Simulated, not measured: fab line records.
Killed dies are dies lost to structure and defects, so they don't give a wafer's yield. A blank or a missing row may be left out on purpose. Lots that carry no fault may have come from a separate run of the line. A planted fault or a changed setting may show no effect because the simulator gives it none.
Comparing a struck lot with a sound one | flow rit cmos | 34 out of 202 route steps
Sound: these wafers, L415.1, L415.2, L415.6. Wafers struck: L427.3, L427.5, L427.6. At the end, the cause is stated.
Each step with rows lists, per side, the tool, then ch with its chambers, then its first start. Under that, the readings that differ: sound wafers | struck wafers | difference of the means | sigmas: that difference in standard deviations of wafers without a fault.
alike: a reading whose means differ by less than 2 such deviations, as well as words and numbers matching on both sides. not compared: withheld readings; readings where some wafer has no value; bounds like >300 that might hide an equal value; numbers whose values overlap and for which the record gives no deviation.
Wherever a step has rows on one side only, a row that says differs or no value, or a row with sigmas, the two part there. Non-overlapping numbers with no deviation appear without sigmas and do not part them. Lack of a reading on every wafer of one side parts them only where that side has two or more wafers.

RIT_ACTIVE_BOW_MEAS_00:
  struck on film metro-04, day 6 00:02; sound on film metro-04, day 3 12:00
  alike: INCOMING_BOW
then, 1 step without rows for these wafers: RIT_ACTIVE_OXIDATION_01 (target thk 46.8 nm, ox time 3360 s).
RIT_ACTIVE_THK_MEAS_02:
  struck on film metro-01, day 6 04:00; sound on film metro-01, day 3 16:08
  alike: ACTIVE_OXIDE_THK
RIT_ACTIVE_CVD_03: deposits Si3N4 from SiH2Cl2/NH3, target thk 150 nm, time 1500 s.
  sound on lpcvd-02 ch 1, day 3 16:56; struck on lpcvd-01 ch 0, day 6 05:02
  alike: susceptor temp C
RIT_ACTIVE_THK_MEAS_04:
  struck on film metro-01, day 6 06:28; sound on film metro-01, day 3 18:22
  alike: ACTIVE_NITRIDE_THK
then, 6 steps without rows for these wafers: RIT_ACTIVE_HMDS_05 (prime time 60 s); RIT_ACTIVE_COAT_06 (resist thk 1000 nm); RIT_ACTIVE_SOFTBAKE_07 (time 60 s); RIT_ACTIVE_EXPOSE_08 (exposes mask M1, target cd 1400 nm); RIT_ACTIVE_PEB_09; RIT_ACTIVE_DEVELOP_10 (develop time 50 s).
RIT_ACTIVE_CD_MEAS_11: target cd 1400 nm.
  struck on cd sem-01, day 6 07:26; sound on cd sem-02, day 3 19:23
  alike: cd nm
then, 1 step without rows for these wafers: RIT_ACTIVE_HARDBAKE_12 (time 60 s).
RIT_ACTIVE_ETCH_13: etches Si3N4 in SF6, stops on SiO2, time 210 s, target depth 210 nm.
  sound on rie diel-03 ch 1,2,3, day 3 19:40; struck on rie diel-02 ch 0,2,3, day 6 07:40
  alike: drypump motor current A, oes product au, throttle valve pct
  not compared: rf hours counter h
RIT_ACTIVE_STRIP_14: strips in O2, time 180 s.
  sound on plasma asher-03 ch 0,1, day 3 19:47; struck on plasma asher-02 ch 0,1, day 6 07:52
  alike: drypump motor current A
  not compared: rf hours counter h
RIT_ACTIVE_CD_MEAS_90: target cd 1400 nm.
  struck on cd sem-02, day 6 08:01; sound on cd sem-02, day 3 19:58
  alike: cd nm
then, 4 steps without rows for these wafers: RIT_ACTIVE_CLEAN_15 (cleans in SC1, time 600 s); RIT_ACTIVE_CLEAN_16 (cleans in dHF, time 30 s); RIT_ACTIVE_CLEAN_17 (cleans in SC2, time 600 s); RIT_FOX1_OXIDATION_00 (target thk 350.7 nm, ox time 1130 s).
RIT_FOX1_THK_MEAS_01:
  struck on film metro-03, day 6 09:50; sound on film metro-03, day 3 23:29
  reading             | sound       | struck      | difference | sigmas
  FOX1_OXIDE_THK (nm) | 345 345 344 | 362 359 359 | +15        | +2
then, 2 steps without rows for these wafers: RIT_FOX1_WET_ETCH_02 (etches SiO2 in BOE, target depth 350 nm, time 390 s); RIT_FOX2_OXIDATION_00 (target thk 350.7 nm, ox time 1130 s).
RIT_FOX2_THK_MEAS_01:
  struck on film metro-01, day 6 11:20; sound on film metro-02, day 4 04:08
  alike: FOX2_OXIDE_THK
then, 2 steps without rows for these wafers: RIT_FOX2_CLEAN_02 (cleans in dHF, time 180 s); RIT_FOX2_WET_ETCH_03 (etches Si3N4 in H3PO4, target depth 195 nm, time 2700 s).
RIT_FOX2_THK_MEAS_90:
  struck on film metro-04, day 6 12:17; sound on film metro-04, day 4 05:05
  alike: FIELD_OXIDE_LEFT_1_THK
then, 2 steps without rows for these wafers: RIT_NWELL_HMDS_00 (prime time 60 s); RIT_NWELL_COAT_01 (resist thk 1300 nm).
RIT_NWELL_SOFTBAKE_02: time 61.45 s.
  sound on litho track-01 ch 0, day 4 05:26; struck on litho track-02 ch 0, day 6 12:40
  alike: heater power total W, plate sensor t centre C, plate sensor t edge C
then, 3 steps without rows for these wafers: RIT_NWELL_EXPOSE_03 (exposes mask M2, target cd 43900 nm); RIT_NWELL_PEB_04; RIT_NWELL_DEVELOP_05 (develop time 68 s).
-- the record jumps here: 2 days lie between the struck wafers' starts before and after (it left off in module NWELL and takes up again in module M1, whose first step shown is number 202 of the route) --
RIT_M1_PROBE_99:
  struck on prober-02, day 8 12:44; sound on prober-01, day 5 23:17
  reading             | sound | struck                                                                     | difference                   | sigmas
  hold                | - - - | await dispo/9.9h/release await dispo/9.9h/release await dispo/9.9h/release | no value on the sound wafers |
  killed at front end | 6 5 7 | 34 35 40                                                                   | +30                          | +11
  killed dies         | 6 5 7 | 34 35 40                                                                   | +30                          | +10
  killed on rim       | 4 1 2 | 10 11 11                                                                   | +8                           | +6
  alike: killed at contacts, killed open, killed short

## WHERE THEY PART
Last at RIT_M1_PROBE_99 as far as this record goes, first at RIT_FOX1_THK_MEAS_01.

WHY: whatever the simulator had introduced
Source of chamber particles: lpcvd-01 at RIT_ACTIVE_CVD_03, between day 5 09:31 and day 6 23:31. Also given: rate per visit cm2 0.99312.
